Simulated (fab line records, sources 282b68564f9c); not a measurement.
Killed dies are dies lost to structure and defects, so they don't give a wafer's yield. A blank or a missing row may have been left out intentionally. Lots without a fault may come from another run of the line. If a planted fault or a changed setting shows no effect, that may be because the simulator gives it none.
Which of the tools did it?	flow ritCmos	6 lots, 18 wafers sampled, at 3 steps of a route of 202

== WHAT THE GAUGES SHOWED, per wafer ==
RIT_PSD_OVL_MEAS_06.
lot	measured	on	PSD_OVL (nm)
L767	day 4 03:51	overlay-02	-1.3 -0.4 -0.6
L771	day 4 13:39	overlay-02	2.3 0.2 0.3
L772	day 4 21:52	overlay-02	-2.6 -2.4 -0.5
L777	day 5 14:14	overlay-02	0.1 1.5 2.3
L783	day 6 21:46	overlay-01	-2.0 -1.3 -2.4
L786	day 7 07:29	overlay-01	-1.0 -1.8 1.5

== WHICH TOOL RAN EACH LOT (tool, then ch and the chambers of the sampled wafers, then the start) ==
lot	RIT_GATE_STRIP_20	RIT_PSD_EXPOSE_03
L767	plasmaAsher-04 ch 0,1, day 3 14:38	ilineStepper-02 ch 0, day 4 03:27
L771	plasmaAsher-04 ch 0,1, day 4 00:23	ilineStepper-01 ch 0, day 4 13:15
L772	plasmaAsher-04 ch 0,1, day 4 09:08	ilineStepper-02 ch 0, day 4 21:29
L777	plasmaAsher-03 ch 0,1, day 5 02:03	ilineStepper-01 ch 0, day 5 13:52
L783	plasmaAsher-04 ch 0,1, day 6 10:44	ilineStepper-02 ch 0, day 6 21:22
L786	plasmaAsher-03 ch 0,1, day 6 18:30	ilineStepper-02 ch 0, day 7 07:07
- RIT_GATE_STRIP_20: strips in O2, time 180 s.
- RIT_PSD_EXPOSE_03: exposes mask M10, target cd 40900 nm.

== THE ANSWER, worked out from the rows above alone ==
Rule: what is usual is taken from the lots themselves. Put in order of their means at a reading, lots are off if they are a third of the lots or fewer, leave a main group of 4 or more, and stand apart from it by a gap of 3 or more times the standard deviation of the main group's means; of several such gaps the widest counts. Not used: any main group whose means are identical at the precision the tables above print for the reading. A lot without any number at a reading at which 4 lots or more have one is off too. Any other lot the step has rows for is counted as sound.
Nothing can be told from this: no lot is off at any reading shown.

== WHAT THE SIMULATOR PUT IN ==
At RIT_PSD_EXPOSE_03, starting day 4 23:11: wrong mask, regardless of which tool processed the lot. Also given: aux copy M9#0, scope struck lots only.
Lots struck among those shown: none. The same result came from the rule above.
